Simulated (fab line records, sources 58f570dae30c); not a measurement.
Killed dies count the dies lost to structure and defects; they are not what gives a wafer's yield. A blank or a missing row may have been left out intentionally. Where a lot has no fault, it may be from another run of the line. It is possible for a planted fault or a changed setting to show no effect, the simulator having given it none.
Which of the tools did it? + flow berkeley_cmos170 + Sampling: 13 lots, 39 wafers, 4 of 331 route steps

== WHAT EACH GAUGE READ, for each wafer ==
UCB170_NSD_OVL_MEAS_07. Usual: NSD_OVL 0 nm, standard deviation 5.8.
| lot  | measured     | on         | NSD_OVL (nm) | flag |
|------|--------------|------------|--------------|------|
| L835 | day 7 22:26  | overlay-01 | -5 -1 -9     |      |
| L836 | day 8 14:14  | overlay-01 | 7 15 14      |      |
| L837 | day 8 14:29  | overlay-02 | 7 -1 5       |      |
| L841 | day 9 11:03  | overlay-01 | 7 6 9        |      |
| L843 | day 9 11:32  | overlay-02 | 5 1 0        |      |
| L844 | day 9 18:10  | overlay-02 | -9 -8 -11    |      |
| L845 | day 9 18:14  | overlay-01 | 1 -3 1       |      |
| L846 | day 10 07:34 | overlay-01 | 0 0 -8       |      |
| L849 | day 10 21:20 | overlay-02 | -5 -5 -5     |      |
| L856 | day 12 02:40 | overlay-02 | -5 -12 -14   |      |
| L855 | day 12 03:02 | overlay-01 | -1 2 -1      |      |
| L858 | day 12 13:04 | overlay-02 | 2 -2 2       |      |
| L857 | day 12 14:14 | overlay-01 | 0 4 -5       |      |

UCB170_CONTACT_CD_MEAS_15 targets a cd of 700 nm. Usual: cd_nm at 699.8 nm, with a standard deviation of 1.5.
| lot  | measured     | on        | cd_nm (nm)        | flag |
|------|--------------|-----------|-------------------|------|
| L835 | day 8 07:26  | cd_sem-02 | 699.6 698.9 698.2 |      |
| L836 | day 8 22:00  | cd_sem-01 | 700.1 700.6 698.8 |      |
| L837 | day 8 22:17  | cd_sem-02 | 701.4 701.8 702.0 |      |
| L841 | day 9 17:50  | cd_sem-02 | 697.3 697.3 697.8 |      |
| L843 | day 9 19:47  | cd_sem-02 | 699.9 699.0 699.0 |      |
| L844 | day 10 00:32 | cd_sem-02 | 699.9 700.8 699.6 |      |
| L845 | day 10 00:39 | cd_sem-01 | 702.6 699.8 701.7 |      |
| L846 | day 10 13:56 | cd_sem-02 | 748.5 748.6 749.4 | OFF  |
| L849 | day 11 06:17 | cd_sem-01 | 698.7 697.9 700.0 |      |
| L856 | day 12 09:26 | cd_sem-02 | 697.8 697.3 696.9 |      |
| L855 | day 12 11:58 | cd_sem-01 | 701.3 701.0 701.2 |      |
| L858 | day 12 20:50 | cd_sem-02 | 699.5 700.4 699.2 |      |
| L857 | day 12 23:26 | cd_sem-02 | 701.6 699.5 699.6 |      |

UCB170_V1_CD_MEAS_12 targets a cd of 700 nm. Usual: cd_nm at 700.0 nm, with a standard deviation of 1.7.
| lot  | measured     | on        | cd_nm (nm)        | flag |
|------|--------------|-----------|-------------------|------|
| L835 | day 8 13:19  | cd_sem-01 | 702.9 701.6 702.0 |      |
| L836 | day 9 04:22  | cd_sem-02 | 698.9 700.0 700.5 |      |
| L837 | day 9 05:35  | cd_sem-02 | 698.5 697.9 697.7 |      |
| L841 | day 10 02:37 | cd_sem-02 | 698.6 700.0 698.3 |      |
| L843 | day 10 02:43 | cd_sem-01 | 702.2 701.0 700.7 |      |
| L844 | day 10 07:21 | cd_sem-01 | 701.5 701.7 701.9 |      |
| L845 | day 10 08:21 | cd_sem-02 | 701.8 701.3 700.3 |      |
| L846 | day 10 21:20 | cd_sem-02 | 700.2 701.1 700.8 |      |
| L849 | day 11 14:11 | cd_sem-02 | 701.5 700.1 700.4 |      |
| L856 | day 12 16:19 | cd_sem-01 | 697.4 696.6 696.0 |      |
| L855 | day 12 18:42 | cd_sem-02 | 700.1 700.7 700.3 |      |
| L858 | day 13 02:22 | cd_sem-01 | 700.5 701.4 701.5 |      |
| L857 | day 13 07:01 | cd_sem-01 | 699.0 699.4 699.5 |      |

== WHAT TOOL EACH LOT RAN ON (gives the tool, then ch and the chambers of the sampled wafers, and finally the start) ==
| lot  | UCB170_CONTACT_EXPOSE_12          |
|------|-----------------------------------|
| L835 | krf_scanner-01 ch 0, day 8 07:02  |
| L836 | krf_scanner-01 ch 0, day 8 21:10  |
| L837 | krf_scanner-01 ch 0, day 8 21:23  |
| L841 | krf_scanner-01 ch 0, day 9 17:02  |
| L843 | krf_scanner-02 ch 0, day 9 18:50  |
| L844 | krf_scanner-01 ch 0, day 10 00:09 |
| L845 | krf_scanner-01 ch 0, day 10 00:16 |
| L846 | krf_scanner-01 ch 0, day 10 13:13 |
| L849 | krf_scanner-01 ch 0, day 11 05:32 |
| L856 | krf_scanner-02 ch 0, day 12 09:01 |
| L855 | krf_scanner-02 ch 0, day 12 11:15 |
| L858 | krf_scanner-01 ch 0, day 12 20:26 |
| L857 | krf_scanner-02 ch 0, day 12 22:46 |
- UCB170_CONTACT_EXPOSE_12: exposes mask CONT, target cd 700 nm.

== WHAT THE TOOLS THEMSELVES READ (means of the sampled wafers that have a number; where no wafer has one, the mark that the record gives instead) ==
The record holds no such reading with a usual standard deviation.

== THE ANSWER, worked out from the rows above alone ==
Rule: lot off if the mean of its wafers having a number is beyond 3 standard deviations from the usual mean. A lot without any number at a reading at which 4 lots or more have one is off too. Where the step has rows for the other lots, those lots are counted as sound. Order of review: gauges by route order, followed by the tools' own readings, for which a lot's mean as printed above is used. At the first step where some lot is off, the reading lying furthest off is the one used; lots without a number count as furthest.
Off: L846 (UCB170_CONTACT_CD_MEAS_15, cd_nm).
A tool fits if, at a process step before that reading, it ran every lot that is off, and no sound lot after the first of them. Those tools and the gauges at UCB170_CONTACT_CD_MEAS_15 are tried in the same way. None of those tried fits.

== WHAT WAS PUT IN BY THE SIMULATOR ==
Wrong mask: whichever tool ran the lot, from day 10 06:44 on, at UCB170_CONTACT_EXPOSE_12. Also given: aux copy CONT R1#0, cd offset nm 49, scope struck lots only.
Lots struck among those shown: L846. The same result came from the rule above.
